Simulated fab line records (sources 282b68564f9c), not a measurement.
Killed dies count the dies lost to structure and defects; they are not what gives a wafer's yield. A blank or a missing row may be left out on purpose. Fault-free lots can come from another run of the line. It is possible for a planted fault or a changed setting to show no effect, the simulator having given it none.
fab line records + flow ritCmos
record
- lots=5
- wafers=15
- lastDay=6
route steps=202 shown SPACER@126 NSD@131
lots with no fault: from the same line, run without faults
startH: the number of hours between the record's first day and the start of the first shown wafer of the lot + waitH: how many hours have passed since the lot's step before this one + " as in the row above + L1.1+2: a single row standing in for several wafers + - no value, or no start given + * or withheld: withheld + < > ~ a bound
route shown NAME@n: names a module that has steps shown in the file, with the first one's number in the route + usual: mean and standard deviation over wafers with no fault + same: alike in all rows + chamber/n: place in a boat + sites: each site's reading + _std_site: standard deviation of those values + _edge_site: mean of outer sites minus mean of inner sites + radiusMm: how far each site lies from the wafer's centre + mask NAME#n: copy n + behind: the last tool/chamber to shape the wafer + hold: what put the lot on hold/how long, in hours/how the hold closed + device: which transistor (n, p or np) failed to switch + end of line: tests run on the same wafers once the route is complete + where a step has no rows: the recipe by itself + killed: at the first sort, the dies lost to defects and structure; wafer yield is something else + map: a wafer's dies, x killed, . not, _ none there
set.NAME: the run value of the setting; set.NAME@STEP: its run value at that earlier step + model.NAME: the simulator's own value behind a step, which no gauge read
lots at some steps of the route; a table a step, a row a wafer
services: when a tool's chamber went out of use (startH, in hours from the record's first day, below 0 if earlier), for how many hours, and the reason
## steps
# step RIT_SPACER_CLEAN_01
# recipe
- chemistry=dHF
- dilution=50:1
- timeS=30
| lot.wafer  | tool        | chamber | startH | waitH |
|------------|-------------|---------|--------|-------|
| L079.1+5+6 | wetBench-01 | 3       | 68.77  | 0.0   |
| L080.1+2+4 | wetBench-04 | 2       | 73.14  | 0.0   |
| L082.3+4+5 | wetBench-04 | 1       | 84.41  | 0.0   |
| L090.2+4+5 | wetBench-04 | 0       | 124.55 | 0.0   |
| L092.1+3+6 | wetBench-01 | 1       | 134.08 | 0.0   |
# step RIT_SPACER_CLEAN_02
# recipe
- chemistry=SC2
- mix=3:3:50
- timeS=600
- tempC=75
- dry=n2Spin
| lot.wafer  | tool        | chamber | startH | waitH |
|------------|-------------|---------|--------|-------|
| L079.1+5+6 | wetBench-04 | 1       | 68.79  | 0.0   |
| L080.1+2+4 | wetBench-01 | 2       | 73.16  | 0.0   |
| L082.3+4+5 | wetBench-01 | 3       | 84.42  | 0.0   |
| L090.2+4+5 | wetBench-01 | 0       | 124.56 | 0.0   |
| L092.1+3+6 | wetBench-02 | 3       | 134.09 | 0.0   |
# step RIT_SPACER_CVD_03
# recipe
- material=Si3N4
- targetThkNm=250
- tempC=810
- precursor=SiH2Cl2/NH3
- timeS=3300
- pressureMtorr=300
- sih2cl2FlowSccm=60
- nh3FlowSccm=150
# usual
- sih2cl2FlowSccm=59.99/0.17
- zonePowerSourcePct=19.2/1.2
| lot.wafer | tool     | chamber | startH | waitH | sih2cl2FlowSccm | zonePowerSourcePct |
|-----------|----------|---------|--------|-------|-----------------|--------------------|
| L079.1    | lpcvd-01 | 0       | 68.98  | 0.0   | 59.81           | 19.1               |
| L079.5    | "        | 0       | "      | "     | 59.81           | 18.7               |
| L079.6    | "        | 0       | "      | "     | 59.88           | 18.5               |
| L080.1    | lpcvd-01 | 0       | 73.35  | 0.0   | 59.92           | 19.2               |
| L080.2    | "        | 0       | "      | "     | 60.12           | 18.7               |
| L080.4    | "        | 0       | "      | "     | 60.09           | 18.9               |
| L082.3    | lpcvd-02 | 1       | 84.60  | 0.0   | 59.82           | 17.9               |
| L082.4    | "        | 1       | "      | "     | 59.96           | 18.1               |
| L082.5    | "        | 1       | "      | "     | 59.88           | 18.1               |
| L090.2    | lpcvd-01 | 0       | 124.76 | 0.0   | 60.13           | 18.8               |
| L090.4    | "        | 0       | "      | "     | 60.08           | 19.0               |
| L090.5    | "        | 0       | "      | "     | 60.00           | 18.9               |
| L092.1    | lpcvd-01 | 0       | 134.27 | 0.0   | 60.17           | 18.6               |
| L092.3    | "        | 0       | "      | "     | 60.25           | 18.6               |
| L092.6    | "        | 0       | "      | "     | 60.03           | 18.6               |
# step RIT_SPACER_THK_MEAS_04
# recipe
- reads=Si3N4_of_SPACER_CVD_03
# usual
- SPACER_NITRIDE_THK=249.3/2.4
| lot.wafer | tool         | chamber | startH | waitH | SPACER_NITRIDE_THK[nm] |
|-----------|--------------|---------|--------|-------|------------------------|
| L079.1    | filmMetro-02 | -       | 70.90  | 0.0   | 253.2                  |
| L079.5    | "            | -       | "      | "     | 254.3                  |
| L079.6    | "            | -       | "      | "     | 252.1                  |
| L080.1    | filmMetro-03 | -       | 75.27  | 0.0   | 249.7                  |
| L080.2    | "            | -       | "      | "     | 247.5                  |
| L080.4    | "            | -       | "      | "     | 248.1                  |
| L082.3    | filmMetro-04 | -       | 86.54  | 0.0   | 250.0                  |
| L082.4    | "            | -       | "      | "     | 251.6                  |
| L082.5    | "            | -       | "      | "     | 250.6                  |
| L090.2    | filmMetro-04 | -       | 126.68 | 0.0   | 250.1                  |
| L090.4    | "            | -       | "      | "     | 253.9                  |
| L090.5    | "            | -       | "      | "     | 250.3                  |
| L092.1    | filmMetro-02 | -       | 136.19 | 0.0   | 248.3                  |
| L092.3    | "            | -       | "      | "     | 249.6                  |
| L092.6    | "            | -       | "      | "     | 246.5                  |
# step RIT_SPACER_ETCHBACK_05
# recipe
- targetDepthA=2500
- SF6_flow_sccm=30
- CHF3_flow_sccm=30
- target=Si3N4
- chemistry=SF6/CHF3
- pressureMtorr=40
- rfW=241.3
- timeS=240
- stopOn=SiO2
# usual
- drypumpMotorCurrentA=5.8/0.44
- oesProductAu=0.840/0.013
- throttleValvePct=10.29/0.17
| lot.wafer | tool       | chamber | startH | waitH | drypumpMotorCurrentA | oesProductAu | rfHoursCounterH | throttleValvePct |
|-----------|------------|---------|--------|-------|----------------------|--------------|-----------------|------------------|
| L079.1    | rieDiel-04 | 2       | 70.96  | 0.1   | 5.4                  | 0.847        | 6               | 10.55            |
| L079.5    | "          | 2       | "      | "     | 5.3                  | 0.854        | -               | 10.57            |
| L079.6    | "          | 0       | "      | "     | 6.3                  | 0.845        | -               | 10.07            |
| L080.1    | rieDiel-02 | 0       | 75.33  | 0.1   | 5.1                  | 0.843        | 26              | 10.27            |
| L080.2    | "          | 2       | "      | "     | 5.5                  | 0.831        | 151             | 10.35            |
| L080.4    | "          | 1       | "      | "     | 6.5                  | 0.838        | 3               | 10.40            |
| L082.3    | rieDiel-01 | 1       | 86.58  | 0.0   | 5.8                  | 0.838        | 0               | 10.30            |
| L082.4    | "          | 2       | "      | "     | 6.2                  | 0.877        | 52              | 10.19            |
| L082.5    | "          | 3       | "      | "     | 5.5                  | 0.847        | -               | 10.25            |
| L090.2    | rieDiel-01 | 1       | 126.73 | 0.0   | 5.8                  | 0.834        | 1               | 10.30            |
| L090.4    | "          | 0       | "      | "     | 6.1                  | 0.859        | 151             | 10.11            |
| L090.5    | "          | 0       | "      | "     | 6.1                  | 0.848        | -               | 10.10            |
| L092.1    | rieDiel-02 | 2       | 136.25 | 0.1   | 5.5                  | 0.831        | 152             | 10.36            |
| L092.3    | "          | 3       | "      | "     | 6.2                  | 0.833        | 0               | 10.41            |
| L092.6    | "          | 0       | "      | "     | 5.2                  | 0.844        | -               | 10.30            |
# step RIT_NSD_HMDS_00
# recipe
- primeTimeS=60
- primeTempC=140
| lot.wafer  | tool          | chamber | startH | waitH |
|------------|---------------|---------|--------|-------|
| L079.1+5+6 | lithoTrack-02 | 0       | 71.18  | 0.1   |
| L080.1+2+4 | lithoTrack-01 | 0       | 75.48  | 0.1   |
| L082.3+4+5 | lithoTrack-02 | 0       | 86.78  | 0.1   |
| L090.2+4+5 | lithoTrack-01 | 0       | 127.02 | 0.2   |
| L092.1+3+6 | lithoTrack-02 | 0       | 136.40 | 0.1   |
# step RIT_NSD_COAT_01
# recipe
- resist=NOVOLAK
- spinRpm=3250
- resistThkNm=1000
# usual
- spinSpeedRpm=3250.4/2.1
| lot.wafer | tool          | chamber | startH | waitH | spinSpeedRpm |
|-----------|---------------|---------|--------|-------|--------------|
| L079.1    | lithoTrack-02 | 0       | 71.33  | 0.1   | 3251.7       |
| L079.5    | "             | 0       | "      | "     | 3248.8       |
| L079.6    | "             | 0       | "      | "     | 3248.7       |
| L080.1    | lithoTrack-01 | 0       | 75.63  | 0.1   | 3251.6       |
| L080.2    | "             | 0       | "      | "     | 3250.0       |
| L080.4    | "             | 0       | "      | "     | 3251.6       |
| L082.3    | lithoTrack-02 | 0       | 86.93  | 0.1   | 3248.8       |
| L082.4    | "             | 0       | "      | "     | 3250.5       |
| L082.5    | "             | 0       | "      | "     | 3247.4       |
| L090.2    | lithoTrack-01 | 0       | 127.17 | 0.1   | 3251.1       |
| L090.4    | "             | 0       | "      | "     | 3245.6       |
| L090.5    | "             | 0       | "      | "     | 3250.4       |
| L092.1    | lithoTrack-02 | 0       | 136.55 | 0.1   | 3250.2       |
| L092.3    | "             | 0       | "      | "     | 3250.9       |
| L092.6    | "             | 0       | "      | "     | 3250.1       |
# step RIT_NSD_SOFTBAKE_02
# recipe
- resist=NOVOLAK
- tempC=90
- timeS=60
| lot.wafer  | tool          | chamber | startH | waitH |
|------------|---------------|---------|--------|-------|
| L079.1+5+6 | lithoTrack-02 | 0       | 71.48  | 0.1   |
| L080.1+2+4 | lithoTrack-01 | 0       | 75.78  | 0.1   |
| L082.3+4+5 | lithoTrack-02 | 0       | 87.08  | 0.1   |
| L090.2+4+5 | lithoTrack-01 | 0       | 127.32 | 0.1   |
| L092.1+3+6 | lithoTrack-02 | 0       | 136.70 | 0.1   |
# step RIT_NSD_EXPOSE_03
# recipe
- maskId=M9
- na=0.57
- targetCdNm=40700
- doseMj=250
# usual
- exposureDoseMJCm2=250.04/0.24
- focusOffsetNm=0.0/0.55
| lot.wafer | tool            | chamber | startH | waitH | mask | exposureDoseMJCm2 | focusOffsetNm |
|-----------|-----------------|---------|--------|-------|------|-------------------|---------------|
| L079.1    | ilineStepper-01 | 0       | 71.63  | 0.1   | M9#0 | 249.97            | 0.2           |
| L079.5    | "               | 0       | "      | "     | M9#0 | 249.81            | 0.0           |
| L079.6    | "               | 0       | "      | "     | M9#0 | 250.28            | 0.0           |
| L080.1    | ilineStepper-02 | 0       | 76.06  | 0.2   | M9#0 | 250.26            | -0.2          |
| L080.2    | "               | 0       | "      | "     | M9#0 | 250.45            | 0.3           |
| L080.4    | "               | 0       | "      | "     | M9#0 | 250.14            | 0.2           |
| L082.3    | ilineStepper-01 | 0       | 87.34  | 0.2   | M9#0 | 250.30            | 0.4           |
| L082.4    | "               | 0       | "      | "     | M9#0 | 250.43            | 0.3           |
| L082.5    | "               | 0       | "      | "     | M9#0 | 250.29            | 0.6           |
| L090.2    | ilineStepper-01 | 0       | 127.68 | 0.3   | M9#0 | 249.97            | -1.0          |
| L090.4    | "               | 0       | "      | "     | M9#0 | 250.18            | -0.8          |
| L090.5    | "               | 0       | "      | "     | M9#0 | 250.05            | -0.1          |
| L092.1    | ilineStepper-01 | 0       | 136.97 | 0.2   | M9#0 | 249.94            | -0.9          |
| L092.3    | "               | 0       | "      | "     | M9#0 | 249.93            | -1.3          |
| L092.6    | "               | 0       | "      | "     | M9#0 | 249.94            | -0.4          |
# step RIT_NSD_PEB_04
# recipe
- resist=NOVOLAK
- tempC=withheld
- timeS=withheld
| lot.wafer  | tool          | chamber | startH | waitH |
|------------|---------------|---------|--------|-------|
| L079.1+5+6 | lithoTrack-02 | 0       | 71.84  | 0.2   |
| L080.1+2+4 | lithoTrack-03 | 0       | 76.17  | 0.1   |
| L082.3+4+5 | lithoTrack-02 | 0       | 87.47  | 0.1   |
| L090.2+4+5 | lithoTrack-03 | 0       | 127.80 | 0.1   |
| L092.1+3+6 | lithoTrack-02 | 0       | 137.09 | 0.1   |
# step RIT_NSD_DEVELOP_05
# recipe
- resist=NOVOLAK
- developTimeS=50
- devTempC=23
# same
- developTimeS=50
| lot.wafer  | tool          | chamber | startH | waitH |
|------------|---------------|---------|--------|-------|
| L079.1+5+6 | lithoTrack-02 | 0       | -      | -     |
| L080.1+2+4 | lithoTrack-03 | 0       | -      | -     |
| L082.3+4+5 | lithoTrack-02 | 0       | -      | -     |
| L090.2+4+5 | lithoTrack-03 | 0       | -      | -     |
| L092.1+3+6 | lithoTrack-02 | 0       | -      | -     |
# step RIT_NSD_OVL_MEAS_06
# usual
- NSD_OVL=1.3/1.2
| lot.wafer | tool       | chamber | startH | waitH | NSD_OVL[nm] |
|-----------|------------|---------|--------|-------|-------------|
| L079.1    | overlay-02 | -       | 72.13  | -     | 0.5         |
| L079.5    | "          | -       | "      | "     | -1.2        |
| L079.6    | "          | -       | "      | "     | 2.1         |
| L080.1    | overlay-01 | -       | 76.46  | -     | -1.6        |
| L080.2    | "          | -       | "      | "     | -0.4        |
| L080.4    | "          | -       | "      | "     | 1.2         |
| L082.3    | overlay-01 | -       | 87.71  | -     | 0.8         |
| L082.4    | "          | -       | "      | "     | 2.4         |
| L082.5    | "          | -       | "      | "     | 2.1         |
| L090.2    | overlay-01 | -       | 128.06 | -     | 1.3         |
| L090.4    | "          | -       | "      | "     | 1.8         |
| L090.5    | "          | -       | "      | "     | 0.3         |
| L092.1    | overlay-02 | -       | 137.37 | -     | 3.0         |
| L092.3    | "          | -       | "      | "     | 3.2         |
| L092.6    | "          | -       | "      | "     | 1.8         |
# step RIT_NSD_HARDBAKE_07
# recipe
- resist=NOVOLAK
- tempC=140
- timeS=60
| lot.wafer  | tool          | chamber | startH | waitH |
|------------|---------------|---------|--------|-------|
| L079.1+5+6 | lithoTrack-02 | 0       | 72.16  | 0.0   |
| L080.1+2+4 | lithoTrack-02 | 0       | 76.49  | 0.0   |
| L082.3+4+5 | lithoTrack-01 | 0       | 87.79  | 0.1   |
| L090.2+4+5 | lithoTrack-02 | 0       | 128.12 | 0.0   |
| L092.1+3+6 | lithoTrack-02 | 0       | 137.41 | 0.0   |
# step RIT_NSD_IMPLANT_08
# recipe
- species=P
- energyKev=25
- doseCm2=1e+15
- tiltDeg=7
# same
- implantIonAmu=31
| lot.wafer  | tool         | chamber | startH | waitH |
|------------|--------------|---------|--------|-------|
| L079.1+5+6 | implanter-01 | 0       | 72.31  | 0.1   |
| L080.1+2+4 | implanter-02 | 0       | 76.64  | 0.1   |
| L082.3+4+5 | implanter-02 | 0       | 87.94  | 0.1   |
| L090.2+4+5 | implanter-01 | 0       | 128.27 | 0.1   |
| L092.1+3+6 | implanter-02 | 0       | 137.56 | 0.1   |
# step RIT_NSD_STRIP_09
# recipe
- chemistry=O2
- timeS=180
- resist=NOVOLAK
- platenTempC=withheld
- powerW=500
- pressureMtorr=4000
- o2FlowSccm=4000
# usual
- drypumpMotorCurrentA=5.5/0.43
| lot.wafer | tool           | chamber | startH | waitH | drypumpMotorCurrentA | rfHoursCounterH |
|-----------|----------------|---------|--------|-------|----------------------|-----------------|
| L079.1    | plasmaAsher-01 | 1       | 72.46  | 0.1   | 5.2                  | 43              |
| L079.5    | "              | 0       | "      | "     | 4.7                  | -               |
| L079.6    | "              | 1       | "      | "     | 5.2                  | -               |
| L080.1    | plasmaAsher-03 | 0       | 76.79  | 0.1   | 5.9                  | 41              |
| L080.2    | "              | 1       | "      | "     | 5.8                  | 41              |
| L080.4    | "              | 0       | "      | "     | 5.9                  | -               |
| L082.3    | plasmaAsher-03 | 0       | 88.10  | 0.1   | 5.9                  | -               |
| L082.4    | "              | 1       | "      | "     | 5.9                  | -               |
| L082.5    | "              | 0       | "      | "     | 5.9                  | -               |
| L090.2    | plasmaAsher-04 | 0       | 128.39 | 0.1   | 5.3                  | 34              |
| L090.4    | "              | 1       | "      | "     | 5.8                  | -               |
| L090.5    | "              | 1       | "      | "     | 5.8                  | -               |
| L092.1    | plasmaAsher-03 | 1       | 137.71 | 0.1   | 5.9                  | 48              |
| L092.3    | "              | 0       | "      | "     | 6.0                  | -               |
| L092.6    | "              | 1       | "      | "     | 5.8                  | -               |
## services
| tool            | chamber | startH | hours | kind          |
|-----------------|---------|--------|-------|---------------|
| implanter-02    | -       | 44.78  | 2.9   | repair        |
| implanter-01    | -       | 45.25  | 0.9   | repair        |
| rieDiel-04      | 1       | 46.52  | 11.5  | repair        |
| rieDiel-01      | 1       | 50.16  | -     | clean         |
| rieDiel-01      | 1       | 50.16  | 19.1  | scheduledDown |
| rieDiel-01      | 1       | 50.16  | 19.1  | ventCycle     |
| rieDiel-04      | 1       | 58.94  | 12.4  | repair        |
| rieDiel-01      | -       | 60.98  | 4.1   | repair        |
| rieDiel-04      | 3       | 63.48  | 12.8  | repair        |
| rieDiel-01      | -       | 67.61  | 0.7   | repair        |
| rieDiel-02      | -       | 71.46  | 2.8   | pm            |
| implanter-02    | -       | 73.58  | 2.8   | pm            |
| rieDiel-04      | 2       | 78.94  | 5.8   | repair        |
| ilineStepper-01 | -       | 90.49  | 1.7   | pm            |
| wetBench-01     | -       | 102.85 | 3.5   | repair        |
| rieDiel-04      | 3       | 114.91 | 13.8  | repair        |
| rieDiel-02      | 3       | 117.52 | -     | clean         |
| rieDiel-02      | 3       | 117.52 | 15.7  | scheduledDown |
| rieDiel-02      | 3       | 117.52 | 15.7  | ventCycle     |
| rieDiel-04      | 0       | 123.08 | 3.4   | repair        |
| ilineStepper-02 | -       | 126.80 | 1.7   | pm            |
| rieDiel-02      | 2       | 126.91 | 3.8   | repair        |
| implanter-02    | -       | 127.50 | 3.1   | repair        |
| implanter-02    | -       | 130.94 | 1.5   | repair        |
## key
fault none
